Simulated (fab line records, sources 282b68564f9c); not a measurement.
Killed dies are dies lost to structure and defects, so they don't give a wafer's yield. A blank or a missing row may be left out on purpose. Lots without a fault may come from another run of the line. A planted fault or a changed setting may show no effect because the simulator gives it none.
One fault seen from 2 desks | flow rit_cmos | each desk has only its own numbers; what lay behind them comes last

THE METROLOGY DESK
What the gauges read, lot by lot, whatever tool the lot ran on: means of the sampled wafers that have a number. A lot is out of limits, marked OUT, if its mean lies more than 4 standard deviations from the usual mean; the brackets give that distance.
Columns: A = FOX2_OXIDE_THK at RIT_FOX2_THK_MEAS_01, usual 345 nm; B = FIELD_OXIDE_LEFT_1_THK at RIT_FOX2_THK_MEAS_90, usual 318 nm; C = NWELL_TW at RIT_NWELL_TW_MEAS_10, usual 2129
lot  | first seen here | A   | B   | C
L951 | day 2 11:41     | 338 | 311 | 2117
L952 | day 2 15:07     | 344 | 317 | 2113
L953 | day 2 23:01     | 353 | 326 | 2166
L955 | day 3 07:13     | 353 | 325 | 2163
L956 | day 3 16:09     | 346 | 319 | 2113
L958 | day 3 20:50     | 351 | 324 | 2119
L960 | day 4 11:37     | 328 | 301 | 2117
L961 | day 4 19:05     | 336 | 308 | 2123
L962 | day 5 01:35     | 352 | 325 | 2127
L965 | day 5 16:40     | 337 | 310 | 2160
L966 | day 6 03:43     | 347 | 320 | 2106
L967 | day 6 05:17     | 344 | 317 | 2116
L971 | day 6 15:54     | 346 | 319 | 2150
L970 | day 6 15:56     | 346 | 319 | 2115
This desk's finding: nothing out of limits on any of the 14 lots.

THE TOOL OWNER'S DESK: rie_diel-03
The tool's own readings at RIT_ACTIVE_ETCH_13 (etches Si3N4 in SF6, stops on SiO2, time 205.4 s, target depth 210 nm): means of the sampled wafers that have a number, for each lot that ran on this tool. A lot is out of limits, marked OUT, if its mean lies more than 4 standard deviations from the usual mean; the brackets give that distance.
Columns: A = SF6_flow_sccm at RIT_ACTIVE_ETCH_13, usual 200.0 sccm; B = drypump_motor_current_A at RIT_ACTIVE_ETCH_13, usual 5.8 A; C = oes_product_au at RIT_ACTIVE_ETCH_13, usual 0.827 a.u.; D = throttle_valve_pct at RIT_ACTIVE_ETCH_13, usual 7.47 %
lot  | first seen here | A     | B   | C     | D
L953 | day 2 16:13     | 200.0 | 6.3 | 0.834 | 7.51
L958 | day 3 17:12     | 200.1 | 6.1 | 0.832 | 7.44
L960 | day 4 06:26     | 199.3 | 6.0 | 0.845 | 7.46
L962 | day 4 13:08     | 200.6 | 5.9 | 0.843 | 7.44
This desk's finding: nothing out of limits on any of the 4 lots.

PUT TOGETHER
The metrology desk saw nothing out of limits.
The tool owner's desk saw nothing out of limits.

WHAT THE SIMULATOR HAD PUT IN
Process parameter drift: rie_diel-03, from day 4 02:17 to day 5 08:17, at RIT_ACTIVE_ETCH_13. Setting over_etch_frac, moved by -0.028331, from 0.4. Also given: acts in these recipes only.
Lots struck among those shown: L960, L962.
